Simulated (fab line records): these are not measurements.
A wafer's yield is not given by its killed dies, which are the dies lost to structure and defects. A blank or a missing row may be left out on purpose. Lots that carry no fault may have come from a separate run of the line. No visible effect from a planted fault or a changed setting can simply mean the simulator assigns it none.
Which tool is to blame? / flow berkeley cmos170 / 24 lots, 72 wafers sampled, at 6 steps of a route of 331

== WHAT THE GAUGES READ, wafer by wafer ==
UCB170_NWELL_THK_MEAS_02.
lot=L074; measured=day 1 22:08; on=film metro-03; NWELL_OXIDE_THK (nm)=26.3 26.5 26.0
lot=L075; measured=day 2 09:10; on=film metro-04; NWELL_OXIDE_THK (nm)=26.6 26.3 26.9
lot=L076; measured=day 2 09:10; on=film metro-02; NWELL_OXIDE_THK (nm)=26.2 26.9 26.4
lot=L077; measured=day 2 15:59; on=film metro-02; NWELL_OXIDE_THK (nm)=26.8 26.1 26.1
lot=L078; measured=day 2 23:16; on=film metro-02; NWELL_OXIDE_THK (nm)=25.8 25.8 25.5
lot=L079; measured=day 2 23:16; on=film metro-03; NWELL_OXIDE_THK (nm)=27.0 26.6 27.1
lot=L080; measured=day 3 05:10; on=film metro-04; NWELL_OXIDE_THK (nm)=26.5 26.8 26.6
lot=L081; measured=day 3 06:30; on=film metro-02; NWELL_OXIDE_THK (nm)=26.3 26.1 26.5
lot=L082; measured=day 3 19:20; on=film metro-02; NWELL_OXIDE_THK (nm)=25.4 26.1 26.0
lot=L083; measured=day 4 00:34; on=film metro-04; NWELL_OXIDE_THK (nm)=26.3 26.0 26.5
lot=L084; measured=day 4 04:30; on=film metro-03; NWELL_OXIDE_THK (nm)=26.7 27.1 26.9
lot=L085; measured=day 4 11:26; on=film metro-02; NWELL_OXIDE_THK (nm)=27.1 27.4 27.5
lot=L086; measured=day 4 11:26; on=film metro-04; NWELL_OXIDE_THK (nm)=26.2 26.2 26.2
lot=L087; measured=day 4 18:44; on=film metro-03; NWELL_OXIDE_THK (nm)=26.1 25.6 25.6
lot=L088; measured=day 5 00:41; on=film metro-02; NWELL_OXIDE_THK (nm)=26.2 25.9 26.7
lot=L089; measured=day 5 05:36; on=film metro-03; NWELL_OXIDE_THK (nm)=25.8 25.4 26.1
lot=L090; measured=day 5 05:36; on=film metro-02; NWELL_OXIDE_THK (nm)=27.2 27.1 27.1
lot=L091; measured=day 5 09:38; on=film metro-02; NWELL_OXIDE_THK (nm)=26.2 26.7 26.3
lot=L092; measured=day 5 15:04; on=film metro-04; NWELL_OXIDE_THK (nm)=26.8 26.8 26.9
lot=L093; measured=day 5 19:25; on=film metro-03; NWELL_OXIDE_THK (nm)=26.5 26.2 26.5
lot=L094; measured=day 6 04:40; on=film metro-02; NWELL_OXIDE_THK (nm)=26.3 26.1 25.9
lot=L095; measured=day 6 08:56; on=film metro-04; NWELL_OXIDE_THK (nm)=25.5 26.0 26.0
lot=L096; measured=day 6 14:24; on=film metro-02; NWELL_OXIDE_THK (nm)=27.0 26.9 26.7
lot=L097; measured=day 6 19:52; on=film metro-02; NWELL_OXIDE_THK (nm)=26.4 26.5 26.8

UCB170_PWELL_TW_MEAS_17.
lot=L074; measured=day 3 01:35; on=film metro-03; PWELL_TW=376.4 375.8 375.7
lot=L075; measured=day 3 08:34; on=film metro-03; PWELL_TW=376.8 376.6 374.2
lot=L076; measured=day 3 09:23; on=film metro-03; PWELL_TW=376.3 377.3 377.9
lot=L077; measured=day 3 18:28; on=film metro-04; PWELL_TW=379.4 377.7 377.7
lot=L078; measured=day 4 00:42; on=film metro-01; PWELL_TW=374.6 375.8 376.0
lot=L079; measured=day 4 00:38; on=film metro-03; PWELL_TW=375.5 376.0 373.7
lot=L080; measured=day 4 07:49; on=film metro-04; PWELL_TW=376.9 376.8 376.4
lot=L081; measured=day 4 07:52; on=film metro-04; PWELL_TW=378.3 377.6 376.2
lot=L082; measured=day 5 02:08; on=film metro-01; PWELL_TW=376.9 378.0 376.3
lot=L083; measured=day 5 07:04; on=film metro-01; PWELL_TW=376.9 376.1 380.2
lot=L084; measured=day 5 07:16; on=film metro-01; PWELL_TW=378.0 380.4 378.6
lot=L085; measured=day 5 10:41; on=film metro-03; PWELL_TW=376.8 377.2 377.3
lot=L086; measured=day 5 10:26; on=film metro-04; PWELL_TW=375.3 375.8 376.8
lot=L087; measured=day 5 20:11; on=film metro-04; PWELL_TW=376.4 376.3 375.0
lot=L088; measured=day 6 05:28; on=film metro-04; PWELL_TW=379.6 380.4 378.2
lot=L089; measured=day 6 05:16; on=film metro-04; PWELL_TW=381.0 379.3 380.1
lot=L090; measured=day 6 05:32; on=film metro-03; PWELL_TW=376.1 376.1 376.3
lot=L091; measured=day 6 10:07; on=film metro-01; PWELL_TW=375.8 373.7 376.6
lot=L092; measured=day 6 15:29; on=film metro-01; PWELL_TW=376.4 373.0 375.5
lot=L093; measured=day 6 21:04; on=film metro-04; PWELL_TW=380.5 379.1 376.5
lot=L094; measured=day 7 04:51; on=film metro-01; PWELL_TW=375.6 375.9 376.8
lot=L095; measured=day 7 10:36; on=film metro-01; PWELL_TW=373.7 374.5 375.0
lot=L096; measured=day 7 15:03; on=film metro-01; PWELL_TW=374.1 375.0 374.7
lot=L097; measured=day 7 22:02; on=film metro-04; PWELL_TW=376.7 375.7 375.8

UCB170_FIELD_THK_MEAS_90.
lot=L074; measured=day 5 02:50; on=film metro-03; FIELD_OXIDE_LEFT_1_THK (nm)=453 445 430
lot=L075; measured=day 5 02:50; on=film metro-01; FIELD_OXIDE_LEFT_1_THK (nm)=452 442 447
lot=L076; measured=day 5 02:49; on=film metro-04; FIELD_OXIDE_LEFT_1_THK (nm)=458 454 455
lot=L077; measured=day 5 13:16; on=film metro-01; FIELD_OXIDE_LEFT_1_THK (nm)=437 436 430
lot=L078; measured=day 5 20:07; on=film metro-04; FIELD_OXIDE_LEFT_1_THK (nm)=449 447 447
lot=L079; measured=day 5 20:07; on=film metro-03; FIELD_OXIDE_LEFT_1_THK (nm)=446 447 445
lot=L080; measured=day 6 01:46; on=film metro-01; FIELD_OXIDE_LEFT_1_THK (nm)=448 438 440
lot=L081; measured=day 6 01:45; on=film metro-03; FIELD_OXIDE_LEFT_1_THK (nm)=457 452 444
lot=L082; measured=day 6 18:05; on=film metro-03; FIELD_OXIDE_LEFT_1_THK (nm)=462 458 468
lot=L083; measured=day 7 02:06; on=film metro-04; FIELD_OXIDE_LEFT_1_THK (nm)=446 445 446
lot=L084; measured=day 7 02:05; on=film metro-01; FIELD_OXIDE_LEFT_1_THK (nm)=437 438 448
lot=L085; measured=day 7 02:08; on=film metro-03; FIELD_OXIDE_LEFT_1_THK (nm)=437 452 434
lot=L086; measured=day 7 02:10; on=film metro-01; FIELD_OXIDE_LEFT_1_THK (nm)=454 439 447
lot=L087; measured=day 7 17:34; on=film metro-01; FIELD_OXIDE_LEFT_1_THK (nm)=453 454 449
lot=L088; measured=day 7 23:56; on=film metro-01; FIELD_OXIDE_LEFT_1_THK (nm)=427 424 412
lot=L089; measured=day 7 23:56; on=film metro-03; FIELD_OXIDE_LEFT_1_THK (nm)=422 435 434
lot=L090; measured=day 8 12:32; on=film metro-04; FIELD_OXIDE_LEFT_1_THK (nm)=443 450 438
lot=L091; measured=day 8 12:32; on=film metro-03; FIELD_OXIDE_LEFT_1_THK (nm)=450 437 440
lot=L092; measured=day 8 16:16; on=film metro-03; FIELD_OXIDE_LEFT_1_THK (nm)=445 445 437
lot=L093; measured=day 8 16:19; on=film metro-01; FIELD_OXIDE_LEFT_1_THK (nm)=420 432 436
lot=L094; measured=day 9 03:39; on=film metro-03; FIELD_OXIDE_LEFT_1_THK (nm)=458 462 458
lot=L095; measured=day 9 03:38; on=film metro-01; FIELD_OXIDE_LEFT_1_THK (nm)=433 453 440
lot=L096; measured=day 9 03:39; on=film metro-04; FIELD_OXIDE_LEFT_1_THK (nm)=446 448 442
lot=L097; measured=day 9 17:51; on=film metro-04; FIELD_OXIDE_LEFT_1_THK (nm)=419 429 427

UCB170_FIELD_THK_MEAS_91.
lot=L074; measured=day 5 18:21; on=film metro-03; FIELD_OXIDE_LEFT_2_THK (nm)=366 358 343
lot=L075; measured=day 5 18:04; on=film metro-03; FIELD_OXIDE_LEFT_2_THK (nm)=364 354 360
lot=L076; measured=day 5 18:19; on=film metro-04; FIELD_OXIDE_LEFT_2_THK (nm)=369 365 367
lot=L077; measured=day 6 04:56; on=film metro-01; FIELD_OXIDE_LEFT_2_THK (nm)=348 347 340
lot=L078; measured=day 6 13:46; on=film metro-01; FIELD_OXIDE_LEFT_2_THK (nm)=360 358 359
lot=L079; measured=day 6 15:08; on=film metro-04; FIELD_OXIDE_LEFT_2_THK (nm)=358 359 357
lot=L080; measured=day 6 20:24; on=film metro-03; FIELD_OXIDE_LEFT_2_THK (nm)=361 350 352
lot=L081; measured=day 6 20:05; on=film metro-04; FIELD_OXIDE_LEFT_2_THK (nm)=368 363 356
lot=L082; measured=day 7 11:21; on=film metro-04; FIELD_OXIDE_LEFT_2_THK (nm)=375 371 380
lot=L083; measured=day 7 17:59; on=film metro-01; FIELD_OXIDE_LEFT_2_THK (nm)=358 357 358
lot=L084; measured=day 7 20:16; on=film metro-04; FIELD_OXIDE_LEFT_2_THK (nm)=348 350 360
lot=L085; measured=day 7 20:02; on=film metro-01; FIELD_OXIDE_LEFT_2_THK (nm)=348 363 344
lot=L086; measured=day 7 20:22; on=film metro-03; FIELD_OXIDE_LEFT_2_THK (nm)=366 351 359
lot=L087; measured=day 8 13:20; on=film metro-03; FIELD_OXIDE_LEFT_2_THK (nm)=365 366 361
lot=L088; measured=day 8 18:06; on=film metro-03; FIELD_OXIDE_LEFT_2_THK (nm)=340 336 324
lot=L089; measured=day 8 18:02; on=film metro-04; FIELD_OXIDE_LEFT_2_THK (nm)=333 347 346
lot=L090; measured=day 9 02:59; on=film metro-01; FIELD_OXIDE_LEFT_2_THK (nm)=354 362 350
lot=L091; measured=day 9 02:59; on=film metro-03; FIELD_OXIDE_LEFT_2_THK (nm)=362 348 351
lot=L092; measured=day 9 06:49; on=film metro-01; FIELD_OXIDE_LEFT_2_THK (nm)=356 357 348
lot=L093; measured=day 9 06:49; on=film metro-04; FIELD_OXIDE_LEFT_2_THK (nm)=332 344 348
lot=L094; measured=day 9 23:31; on=film metro-04; FIELD_OXIDE_LEFT_2_THK (nm)=370 373 370
lot=L095; measured=day 9 23:37; on=film metro-03; FIELD_OXIDE_LEFT_2_THK (nm)=346 366 353
lot=L096; measured=day 10 00:14; on=film metro-01; FIELD_OXIDE_LEFT_2_THK (nm)=357 359 353
lot=L097; measured=day 10 04:47; on=film metro-04; FIELD_OXIDE_LEFT_2_THK (nm)=332 341 339

UCB170_V2_BOW_MEAS_03.
lot=L074; measured=day 7 15:01; on=film metro-02; V2_BOW (um)=45 38 40
lot=L075; measured=day 7 15:55; on=film metro-01; V2_BOW (um)=31 33 37
lot=L076; measured=day 7 15:38; on=film metro-02; V2_BOW (um)=30 39 34
lot=L077; measured=day 8 00:04; on=film metro-02; V2_BOW (um)=26 12 30
lot=L078; measured=day 8 09:43; on=film metro-01; V2_BOW (um)=35 35 37
lot=L079; measured=day 8 10:04; on=film metro-04; V2_BOW (um)=39 40 38
lot=L080; measured=day 8 21:28; on=film metro-01; V2_BOW (um)=29 35 32
lot=L081; measured=day 8 19:05; on=film metro-02; V2_BOW (um)=41 36 40
lot=L082; measured=day 9 07:17; on=film metro-04; V2_BOW (um)=35 31 38
lot=L083; measured=day 9 13:43; on=film metro-02; V2_BOW (um)=36 45 34
lot=L084; measured=day 9 12:54; on=film metro-04; V2_BOW (um)=37 34 36
lot=L085; measured=day 9 13:14; on=film metro-04; V2_BOW (um)=41 36 38
lot=L086; measured=day 9 10:32; on=film metro-04; V2_BOW (um)=29 45 36
lot=L087; measured=day 10 12:11; on=film metro-04; V2_BOW (um)=38 40 34
lot=L088; measured=day 10 17:34; on=film metro-01; V2_BOW (um)=40 44 27
lot=L089; measured=day 10 12:29; on=film metro-01; V2_BOW (um)=27 35 32
lot=L090; measured=day 10 22:25; on=film metro-01; V2_BOW (um)=31 32 28
lot=L091; measured=day 10 23:06; on=film metro-04; V2_BOW (um)=31 44 47
lot=L092; measured=day 11 04:10; on=film metro-04; V2_BOW (um)=45 47 40
lot=L093; measured=day 11 04:16; on=film metro-01; V2_BOW (um)=40 24 29
lot=L094; measured=day 12 00:44; on=film metro-02; V2_BOW (um)=37 33 38
lot=L095; measured=day 12 00:10; on=film metro-02; V2_BOW (um)=37 37 44
lot=L096; measured=day 12 00:19; on=film metro-01; V2_BOW (um)=38 23 32
lot=L097; measured=day 12 06:48; on=film metro-04; V2_BOW (um)=52 38 38

== TOOL THAT RAN EACH LOT (tool first, then ch and the chambers of the sampled wafers, then the start) ==
lot=L074; UCB170_ZERO_STRIP_07=plasma asher-02 ch 0,1, day 1 18:22
lot=L075; UCB170_ZERO_STRIP_07=plasma asher-01 ch 0,1, day 2 01:41
lot=L076; UCB170_ZERO_STRIP_07=plasma asher-01 ch 0,1, day 2 07:38
lot=L077; UCB170_ZERO_STRIP_07=plasma asher-03 ch 0,1, day 2 13:12
lot=L078; UCB170_ZERO_STRIP_07=plasma asher-03 ch 0,1, day 2 17:41
lot=L079; UCB170_ZERO_STRIP_07=plasma asher-03 ch 0,1, day 2 20:32
lot=L080; UCB170_ZERO_STRIP_07=plasma asher-03 ch 0,1, day 3 02:19
lot=L081; UCB170_ZERO_STRIP_07=plasma asher-03 ch 0,1, day 3 04:37
lot=L082; UCB170_ZERO_STRIP_07=plasma asher-02 ch 0,1, day 3 14:50
lot=L083; UCB170_ZERO_STRIP_07=plasma asher-01 ch 0,1, day 3 18:38
lot=L084; UCB170_ZERO_STRIP_07=plasma asher-03 ch 0,1, day 3 23:47
lot=L085; UCB170_ZERO_STRIP_07=plasma asher-02 ch 0,1, day 4 06:42
lot=L086; UCB170_ZERO_STRIP_07=plasma asher-01 ch 0,1, day 4 06:49
lot=L087; UCB170_ZERO_STRIP_07=plasma asher-03 ch 0,1, day 4 12:56
lot=L088; UCB170_ZERO_STRIP_07=plasma asher-01 ch 0,1, day 4 20:07
lot=L089; UCB170_ZERO_STRIP_07=plasma asher-01 ch 0,1, day 5 01:38
lot=L090; UCB170_ZERO_STRIP_07=plasma asher-03 ch 0,1, day 5 01:52
lot=L091; UCB170_ZERO_STRIP_07=plasma asher-03 ch 0,1, day 5 07:27
lot=L092; UCB170_ZERO_STRIP_07=plasma asher-03 ch 0,1, day 5 11:42
lot=L093; UCB170_ZERO_STRIP_07=plasma asher-01 ch 0,1, day 5 16:05
lot=L094; UCB170_ZERO_STRIP_07=plasma asher-02 ch 0,1, day 5 23:16
lot=L095; UCB170_ZERO_STRIP_07=plasma asher-02 ch 0,1, day 6 04:49
lot=L096; UCB170_ZERO_STRIP_07=plasma asher-01 ch 0,1, day 6 09:56
lot=L097; UCB170_ZERO_STRIP_07=plasma asher-03 ch 0,1, day 6 17:19
- UCB170_ZERO_STRIP_07: strips in O2.

== AS READ BY THE TOOLS THEMSELVES (means over the sampled wafers that have a number; for cases with no such wafer, the mark the record gives instead) ==
UCB170_ZERO_STRIP_07.
lot=L074; tool=plasma asher-02; drypump motor current A (A)=5.69; oes product au (a.u.)=0.725; strip time to endpoint s (s)=21.46
lot=L075; tool=plasma asher-01; drypump motor current A (A)=5.85; oes product au (a.u.)=0.727; strip time to endpoint s (s)=21.48
lot=L076; tool=plasma asher-01; drypump motor current A (A)=5.89; oes product au (a.u.)=0.727; strip time to endpoint s (s)=21.41
lot=L077; tool=plasma asher-03; drypump motor current A (A)=5.70; oes product au (a.u.)=0.730; strip time to endpoint s (s)=21.52
lot=L078; tool=plasma asher-03; drypump motor current A (A)=5.59; oes product au (a.u.)=0.726; strip time to endpoint s (s)=21.52
lot=L079; tool=plasma asher-03; drypump motor current A (A)=5.72; oes product au (a.u.)=0.729; strip time to endpoint s (s)=21.49
lot=L080; tool=plasma asher-03; drypump motor current A (A)=5.72; oes product au (a.u.)=0.728; strip time to endpoint s (s)=21.57
lot=L081; tool=plasma asher-03; drypump motor current A (A)=5.59; oes product au (a.u.)=0.727; strip time to endpoint s (s)=21.53
lot=L082; tool=plasma asher-02; drypump motor current A (A)=5.69; oes product au (a.u.)=0.729; strip time to endpoint s (s)=21.50
lot=L083; tool=plasma asher-01; drypump motor current A (A)=5.87; oes product au (a.u.)=0.727; strip time to endpoint s (s)=21.49
lot=L084; tool=plasma asher-03; drypump motor current A (A)=5.59; oes product au (a.u.)=0.727; strip time to endpoint s (s)=21.50
lot=L085; tool=plasma asher-02; drypump motor current A (A)=5.69; oes product au (a.u.)=0.728; strip time to endpoint s (s)=21.48
lot=L086; tool=plasma asher-01; drypump motor current A (A)=5.85; oes product au (a.u.)=0.723; strip time to endpoint s (s)=21.64
lot=L087; tool=plasma asher-03; drypump motor current A (A)=5.73; oes product au (a.u.)=0.725; strip time to endpoint s (s)=21.47
lot=L088; tool=plasma asher-01; drypump motor current A (A)=5.86; oes product au (a.u.)=0.726; strip time to endpoint s (s)=21.51
lot=L089; tool=plasma asher-01; drypump motor current A (A)=5.87; oes product au (a.u.)=0.726; strip time to endpoint s (s)=21.46
lot=L090; tool=plasma asher-03; drypump motor current A (A)=5.74; oes product au (a.u.)=0.726; strip time to endpoint s (s)=21.46
lot=L091; tool=plasma asher-03; drypump motor current A (A)=5.72; oes product au (a.u.)=0.731; strip time to endpoint s (s)=21.49
lot=L092; tool=plasma asher-03; drypump motor current A (A)=5.73; oes product au (a.u.)=0.725; strip time to endpoint s (s)=21.58
lot=L093; tool=plasma asher-01; drypump motor current A (A)=5.88; oes product au (a.u.)=0.723; strip time to endpoint s (s)=21.50
lot=L094; tool=plasma asher-02; drypump motor current A (A)=5.76; oes product au (a.u.)=0.722; strip time to endpoint s (s)=21.49
lot=L095; tool=plasma asher-02; drypump motor current A (A)=5.67; oes product au (a.u.)=0.729; strip time to endpoint s (s)=21.52
lot=L096; tool=plasma asher-01; drypump motor current A (A)=5.85; oes product au (a.u.)=0.725; strip time to endpoint s (s)=21.58
lot=L097; tool=plasma asher-03; drypump motor current A (A)=5.58; oes product au (a.u.)=0.727; strip time to endpoint s (s)=21.47

== THE ANSWER, worked out from the rows above alone ==
Rule: the lots themselves supply what counts as usual. Put in order of their means at a reading, lots are off if they are a third of the lots or fewer, leave a main group of 4 or more, and stand apart from it by a gap of 3 or more times the standard deviation of the main group's means; of several such gaps the widest counts. If all means in a main group match to the digits the tables above print for the reading, that group is not used. A lot without any number at a reading at which 4 lots or more have one is off too. The other lots that the step has rows for count as sound. Order of review: gauges by route order, followed by the tools' own readings, for which a lot's mean as printed above is used. At the first step where some lot is off, the reading lying furthest off is the one used; lots without a number count as furthest.
No lot is off at any reading shown: from this, nothing can be told.

== WHAT THE SIMULATOR PUT IN ==
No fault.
